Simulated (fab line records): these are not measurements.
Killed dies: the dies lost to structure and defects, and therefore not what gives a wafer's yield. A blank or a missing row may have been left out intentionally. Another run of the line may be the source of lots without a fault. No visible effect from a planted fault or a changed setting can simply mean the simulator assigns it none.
Matching of chambers + flow berkeley cmos170 + 3 sister chambers for UCB170_WELLDRIVE_WET_ETCH_04 on wet bench-03
The step etches SiO2 in BOE, time 120 s. 14 wafers are shown with their chamber, then 7 later ones without.

== EACH WAFER AND ITS CHAMBER ==
| wafer  | chamber | bath heat duty pct (%) |
|--------|---------|------------------------|
| L320.2 | 3       | 5.2                    |
| L320.5 | 3       | 4.8                    |
| L320.6 | 3       | 5.4                    |
| L321.3 | 1       | 6.9                    |
| L321.4 | 1       | 8.3                    |
| L321.6 | 1       | 7.3                    |
| L324.2 | 1       | 8.0                    |
| L324.4 | 1       | 8.1                    |
| L324.5 | 1       | 7.7                    |
| L338.4 | 2       | 6.5                    |
| L338.5 | 2       | 6.4                    |
| L338.6 | 2       | 6.3                    |
| L339.1 | 3       | 4.9                    |
| L339.5 | 3       | 5.4                    |

SIGNATURES (averages over the wafers above)
| reading            | chamber 1 | chamber 2 | chamber 3 | scatter within a chamber |
|--------------------|-----------|-----------|-----------|--------------------------|
| bath heat duty pct | 7.717     | 6.400     | 5.140     | 0.398                    |
Rule: a wafer lies at a distance from a chamber equal to the root of the sum of squares, over the readings, of (its reading less the chamber's mean, divided by the reading's scatter). If the next closest chamber is less than 2 further off than the closest, the wafer can't be placed; otherwise it belongs to the closest. The scatter: take each reading less its chamber's mean, square it, sum over the shown wafers, divide by the number of wafers less the number of chambers, and take the root.

== WAFERS WITH NO CHAMBER GIVEN ==
| wafer  | bath heat duty pct (%) |
|--------|------------------------|
| L339.6 | 5.1                    |
| L342.1 | 5.0                    |
| L342.2 | 5.3                    |
| L342.4 | 6.4                    |
| L343.1 | 6.7                    |
| L343.3 | 6.2                    |
| L343.4 | 6.1                    |

== WHICH CHAMBER EACH ONE RAN IN ==
| wafer  | from the rows above     | in truth                   |
|--------|-------------------------|----------------------------|
| L339.6 | 3                       | 3                          |
| L342.1 | 3                       | 3                          |
| L342.2 | 3                       | 3                          |
| L342.4 | 2                       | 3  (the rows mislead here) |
| L343.1 | can't be placed: 2 or 1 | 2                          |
| L343.3 | 2                       | 2                          |
| L343.4 | can't be placed: 2 or 3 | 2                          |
Correct placement for 4 of the 7. From these rows, 2 cannot be placed; in 2 the true chamber is one of the candidates. Placed wrongly: 1.
